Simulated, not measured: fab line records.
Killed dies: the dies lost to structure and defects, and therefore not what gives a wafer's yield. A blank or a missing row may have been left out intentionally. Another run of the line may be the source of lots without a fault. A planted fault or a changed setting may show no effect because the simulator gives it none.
Which tool is to blame? || flow berkeley-cmos170 || 42 wafers from 14 lots sampled at 3 of the route's 331 steps

WHAT THE GAUGES SHOWED, per wafer
UCB170_V1_CD_MEAS_12: the cd target is 700 nm. Usual: cd-nm reads 699.4 nm (standard deviation 1.6).
{"lot": "L658", "measured": "day 7 15:19", "on": "cd-sem-02", "cd-nm (nm)": "697.7 697.7 696.9", "flag": ""}
{"lot": "L660", "measured": "day 8 00:07", "on": "cd-sem-01", "cd-nm (nm)": "699.7 700.1 698.8", "flag": ""}
{"lot": "L661", "measured": "day 8 20:55", "on": "cd-sem-01", "cd-nm (nm)": "699.4 699.3 699.8", "flag": ""}
{"lot": "L662", "measured": "day 9 09:32", "on": "cd-sem-01", "cd-nm (nm)": "699.8 700.9 701.3", "flag": ""}
{"lot": "L663", "measured": "day 9 03:03", "on": "cd-sem-02", "cd-nm (nm)": "696.8 697.4 697.4", "flag": ""}
{"lot": "L664", "measured": "day 9 09:04", "on": "cd-sem-02", "cd-nm (nm)": "697.5 695.8 696.2", "flag": ""}
{"lot": "L665", "measured": "day 9 08:51", "on": "cd-sem-01", "cd-nm (nm)": "697.9 698.4 697.4", "flag": ""}
{"lot": "L667", "measured": "day 9 09:18", "on": "cd-sem-02", "cd-nm (nm)": "697.8 696.2 697.9", "flag": ""}
{"lot": "L668", "measured": "day 9 23:24", "on": "cd-sem-01", "cd-nm (nm)": "700.7 699.4 700.0", "flag": ""}
{"lot": "L669", "measured": "day 10 05:53", "on": "cd-sem-02", "cd-nm (nm)": "700.0 700.0 700.8", "flag": ""}
{"lot": "L672", "measured": "day 11 05:47", "on": "cd-sem-01", "cd-nm (nm)": "701.0 701.1 700.5", "flag": ""}
{"lot": "L671", "measured": "day 11 05:59", "on": "cd-sem-01", "cd-nm (nm)": "697.3 698.1 698.2", "flag": ""}
{"lot": "L676", "measured": "day 11 22:19", "on": "cd-sem-02", "cd-nm (nm)": "700.3 701.1 700.5", "flag": ""}
{"lot": "L678", "measured": "day 12 04:41", "on": "cd-sem-01", "cd-nm (nm)": "699.4 698.7 699.9", "flag": ""}

WHAT TOOL EACH LOT RAN ON (gives the tool, then ch and the chambers of the sampled wafers, and finally the start)
{"lot": "L658", "UCB170_ZERO_ETCH_06": "rie-diel-02 ch 0,1,2, day 2 02:31", "UCB170_NLDD_STRIP_10": "plasma-asher-01 ch 0, day 6 11:19"}
{"lot": "L660", "UCB170_ZERO_ETCH_06": "rie-diel-03 ch 1,2, day 2 14:14", "UCB170_NLDD_STRIP_10": "plasma-asher-02 ch 0, day 6 21:57"}
{"lot": "L661", "UCB170_ZERO_ETCH_06": "rie-diel-04 ch 2,3, day 2 18:53", "UCB170_NLDD_STRIP_10": "plasma-asher-01 ch 1, day 7 16:04"}
{"lot": "L662", "UCB170_ZERO_ETCH_06": "rie-diel-03 ch 0,2, day 3 02:33", "UCB170_NLDD_STRIP_10": "plasma-asher-01 ch 0,1, day 8 05:31"}
{"lot": "L663", "UCB170_ZERO_ETCH_06": "rie-diel-03 ch 0,1,3, day 3 06:14", "UCB170_NLDD_STRIP_10": "plasma-asher-02 ch 0,1, day 7 22:18"}
{"lot": "L664", "UCB170_ZERO_ETCH_06": "rie-diel-02 ch 0,2,3, day 3 11:11", "UCB170_NLDD_STRIP_10": "plasma-asher-02 ch 0,1, day 8 05:53"}
{"lot": "L665", "UCB170_ZERO_ETCH_06": "rie-diel-02 ch 0,1,2, day 3 20:56", "UCB170_NLDD_STRIP_10": "plasma-asher-04 ch 0,1, day 8 05:46"}
{"lot": "L667", "UCB170_ZERO_ETCH_06": "rie-diel-04 ch 1,2,3, day 4 00:51", "UCB170_NLDD_STRIP_10": "plasma-asher-02 ch 0, day 8 05:14"}
{"lot": "L668", "UCB170_ZERO_ETCH_06": "rie-diel-02 ch 2,3, day 4 05:34", "UCB170_NLDD_STRIP_10": "plasma-asher-02 ch 0,1, day 8 21:38"}
{"lot": "L669", "UCB170_ZERO_ETCH_06": "rie-diel-03 ch 0,1, day 4 12:20", "UCB170_NLDD_STRIP_10": "plasma-asher-04 ch 1, day 9 03:44"}
{"lot": "L672", "UCB170_ZERO_ETCH_06": "rie-diel-03 ch 1,2,3, day 5 01:56", "UCB170_NLDD_STRIP_10": "plasma-asher-02 ch 0,1, day 10 01:32"}
{"lot": "L671", "UCB170_ZERO_ETCH_06": "rie-diel-04 ch 0,3, day 5 02:13", "UCB170_NLDD_STRIP_10": "plasma-asher-01 ch 0,1, day 10 01:07"}
{"lot": "L676", "UCB170_ZERO_ETCH_06": "rie-diel-03 ch 0,1,3, day 5 23:26", "UCB170_NLDD_STRIP_10": "plasma-asher-04 ch 0,1, day 10 19:08"}
{"lot": "L678", "UCB170_ZERO_ETCH_06": "rie-diel-02 ch 0,2,3, day 6 10:07", "UCB170_NLDD_STRIP_10": "plasma-asher-04 ch 0,1, day 11 03:34"}
- UCB170_ZERO_ETCH_06: etches SiO2 in CHF3/CF4/Ar, time 12 s.
- UCB170_NLDD_STRIP_10: strips in O2.

WHAT THE TOOLS THEMSELVES READ (means of the sampled wafers that have a number; where no wafer has one, the mark that the record gives instead)
UCB170_ZERO_ETCH_06. Usual: chamber-pressure-mTorr 100.01 mTorr, standard deviation 0.098; drypump-motor-current-A 5.8 A, standard deviation 0.44; oes-product-au 0.620 a.u., standard deviation 0.0086; throttle-valve-pct 9.23 %, standard deviation 0.17.
{"lot": "L658", "tool": "rie-diel-02", "chamber-pressure-mTorr (mTorr)": 100.05, "drypump-motor-current-A (A)": 5.8, "oes-product-au (a.u.)": 0.623, "throttle-valve-pct (%)": 9.13, "flag": ""}
{"lot": "L660", "tool": "rie-diel-03", "chamber-pressure-mTorr (mTorr)": 100.04, "drypump-motor-current-A (A)": 5.5, "oes-product-au (a.u.)": 0.622, "throttle-valve-pct (%)": 9.11, "flag": ""}
{"lot": "L661", "tool": "rie-diel-04", "chamber-pressure-mTorr (mTorr)": 100.05, "drypump-motor-current-A (A)": 5.7, "oes-product-au (a.u.)": 0.620, "throttle-valve-pct (%)": 9.37, "flag": ""}
{"lot": "L662", "tool": "rie-diel-03", "chamber-pressure-mTorr (mTorr)": 99.96, "drypump-motor-current-A (A)": 5.5, "oes-product-au (a.u.)": 0.618, "throttle-valve-pct (%)": 9.24, "flag": ""}
{"lot": "L663", "tool": "rie-diel-03", "chamber-pressure-mTorr (mTorr)": 100.02, "drypump-motor-current-A (A)": 6.0, "oes-product-au (a.u.)": 0.621, "throttle-valve-pct (%)": 9.09, "flag": ""}
{"lot": "L664", "tool": "rie-diel-02", "chamber-pressure-mTorr (mTorr)": 100.00, "drypump-motor-current-A (A)": 5.8, "oes-product-au (a.u.)": 0.614, "throttle-valve-pct (%)": 9.30, "flag": ""}
{"lot": "L665", "tool": "rie-diel-02", "chamber-pressure-mTorr (mTorr)": 100.02, "drypump-motor-current-A (A)": 5.7, "oes-product-au (a.u.)": 0.619, "throttle-valve-pct (%)": 9.14, "flag": ""}
{"lot": "L667", "tool": "rie-diel-04", "chamber-pressure-mTorr (mTorr)": 100.01, "drypump-motor-current-A (A)": 5.7, "oes-product-au (a.u.)": 0.621, "throttle-valve-pct (%)": 9.28, "flag": ""}
{"lot": "L668", "tool": "rie-diel-02", "chamber-pressure-mTorr (mTorr)": 99.98, "drypump-motor-current-A (A)": 5.6, "oes-product-au (a.u.)": 0.622, "throttle-valve-pct (%)": 9.47, "flag": ""}
{"lot": "L669", "tool": "rie-diel-03", "chamber-pressure-mTorr (mTorr)": 100.00, "drypump-motor-current-A (A)": 5.7, "oes-product-au (a.u.)": 0.629, "throttle-valve-pct (%)": 9.12, "flag": ""}
{"lot": "L672", "tool": "rie-diel-03", "chamber-pressure-mTorr (mTorr)": 100.04, "drypump-motor-current-A (A)": 5.7, "oes-product-au (a.u.)": 0.740, "throttle-valve-pct (%)": 9.09, "flag": "OFF"}
{"lot": "L671", "tool": "rie-diel-04", "chamber-pressure-mTorr (mTorr)": 99.91, "drypump-motor-current-A (A)": 6.3, "oes-product-au (a.u.)": 0.620, "throttle-valve-pct (%)": 9.28, "flag": ""}
{"lot": "L676", "tool": "rie-diel-03", "chamber-pressure-mTorr (mTorr)": 100.05, "drypump-motor-current-A (A)": 6.0, "oes-product-au (a.u.)": 0.747, "throttle-valve-pct (%)": 9.10, "flag": "OFF"}
{"lot": "L678", "tool": "rie-diel-02", "chamber-pressure-mTorr (mTorr)": 100.03, "drypump-motor-current-A (A)": 5.9, "oes-product-au (a.u.)": 0.620, "throttle-valve-pct (%)": 9.29, "flag": ""}

UCB170_NLDD_STRIP_10. Usual: chamber-pressure-mTorr 3500 mTorr, standard deviation 3.3; drypump-motor-current-A 5.6 A, standard deviation 0.63; oes-product-au 0.734 a.u., standard deviation 0.0044; strip-time-to-endpoint-s 21.66 s, standard deviation 0.056.
{"lot": "L658", "tool": "plasma-asher-01", "chamber-pressure-mTorr (mTorr)": 3499, "drypump-motor-current-A (A)": 6.1, "oes-product-au (a.u.)": 0.736, "strip-time-to-endpoint-s (s)": 21.71, "flag": ""}
{"lot": "L660", "tool": "plasma-asher-02", "chamber-pressure-mTorr (mTorr)": 3496, "drypump-motor-current-A (A)": 6.4, "oes-product-au (a.u.)": 0.734, "strip-time-to-endpoint-s (s)": 21.67, "flag": ""}
{"lot": "L661", "tool": "plasma-asher-01", "chamber-pressure-mTorr (mTorr)": 3497, "drypump-motor-current-A (A)": 5.8, "oes-product-au (a.u.)": 0.736, "strip-time-to-endpoint-s (s)": 21.72, "flag": ""}
{"lot": "L662", "tool": "plasma-asher-01", "chamber-pressure-mTorr (mTorr)": 3497, "drypump-motor-current-A (A)": 5.9, "oes-product-au (a.u.)": 0.736, "strip-time-to-endpoint-s (s)": 21.67, "flag": ""}
{"lot": "L663", "tool": "plasma-asher-02", "chamber-pressure-mTorr (mTorr)": 3501, "drypump-motor-current-A (A)": 5.8, "oes-product-au (a.u.)": 0.732, "strip-time-to-endpoint-s (s)": 21.61, "flag": ""}
{"lot": "L664", "tool": "plasma-asher-02", "chamber-pressure-mTorr (mTorr)": 3499, "drypump-motor-current-A (A)": 5.9, "oes-product-au (a.u.)": 0.736, "strip-time-to-endpoint-s (s)": 21.65, "flag": ""}
{"lot": "L665", "tool": "plasma-asher-04", "chamber-pressure-mTorr (mTorr)": 3502, "drypump-motor-current-A (A)": 5.3, "oes-product-au (a.u.)": 0.736, "strip-time-to-endpoint-s (s)": 21.66, "flag": ""}
{"lot": "L667", "tool": "plasma-asher-02", "chamber-pressure-mTorr (mTorr)": 3503, "drypump-motor-current-A (A)": 6.4, "oes-product-au (a.u.)": 0.732, "strip-time-to-endpoint-s (s)": 21.62, "flag": ""}
{"lot": "L668", "tool": "plasma-asher-02", "chamber-pressure-mTorr (mTorr)": 3497, "drypump-motor-current-A (A)": 5.3, "oes-product-au (a.u.)": 0.730, "strip-time-to-endpoint-s (s)": 21.66, "flag": ""}
{"lot": "L669", "tool": "plasma-asher-04", "chamber-pressure-mTorr (mTorr)": 3500, "drypump-motor-current-A (A)": 5.5, "oes-product-au (a.u.)": 0.735, "strip-time-to-endpoint-s (s)": 21.55, "flag": ""}
{"lot": "L672", "tool": "plasma-asher-02", "chamber-pressure-mTorr (mTorr)": 3501, "drypump-motor-current-A (A)": 5.8, "oes-product-au (a.u.)": 0.738, "strip-time-to-endpoint-s (s)": 21.66, "flag": ""}
{"lot": "L671", "tool": "plasma-asher-01", "chamber-pressure-mTorr (mTorr)": 3500, "drypump-motor-current-A (A)": 5.9, "oes-product-au (a.u.)": 0.734, "strip-time-to-endpoint-s (s)": 21.65, "flag": ""}
{"lot": "L676", "tool": "plasma-asher-04", "chamber-pressure-mTorr (mTorr)": 3498, "drypump-motor-current-A (A)": 5.1, "oes-product-au (a.u.)": 0.735, "strip-time-to-endpoint-s (s)": 21.72, "flag": ""}
{"lot": "L678", "tool": "plasma-asher-04", "chamber-pressure-mTorr (mTorr)": 3501, "drypump-motor-current-A (A)": 5.2, "oes-product-au (a.u.)": 0.733, "strip-time-to-endpoint-s (s)": 21.67, "flag": ""}

THE ANSWER, worked out from the rows above alone
Rule: a lot is off if the mean of its wafers that have a number lies more than 3 standard deviations from the usual mean. Also off: a lot with no number at a reading for which 4 or more lots have one. All remaining lots with rows at the step are treated as sound. After the gauges, taken in route order, come the tools' own readings; for these a lot's mean is taken, as printed above. The first step at which some lot is off is used, and at that step the reading that is off furthest; a lot without a number counts as furthest.
Off, at UCB170_ZERO_ETCH_06 on oes-product-au: L672, L676.
If a tool, at that step or one of the process steps before it, ran each lot that is off and ran no sound lot following the first of them, it fits. One fits: UCB170_ZERO_ETCH_06 on rie-diel-03. A fault onset in the window from L669 (day 4 12:20, its last sound lot) to L672 (day 5 01:56, its first lot off) fits.
The tool's own readings at UCB170_ZERO_ETCH_06 bear it out: on the lots that are off they differ by more than 5 times the standard deviation of the sound lots' means. oes-product-au reads 0.744 a.u. there against 0.621 a.u. on the sound lots.

WHAT HAD BEEN PUT IN BY THE SIMULATOR
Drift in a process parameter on rie-diel-03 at UCB170_ZERO_ETCH_06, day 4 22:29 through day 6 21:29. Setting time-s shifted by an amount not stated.
Shown lots that were struck: L672, L676. Same finding as the rule above.
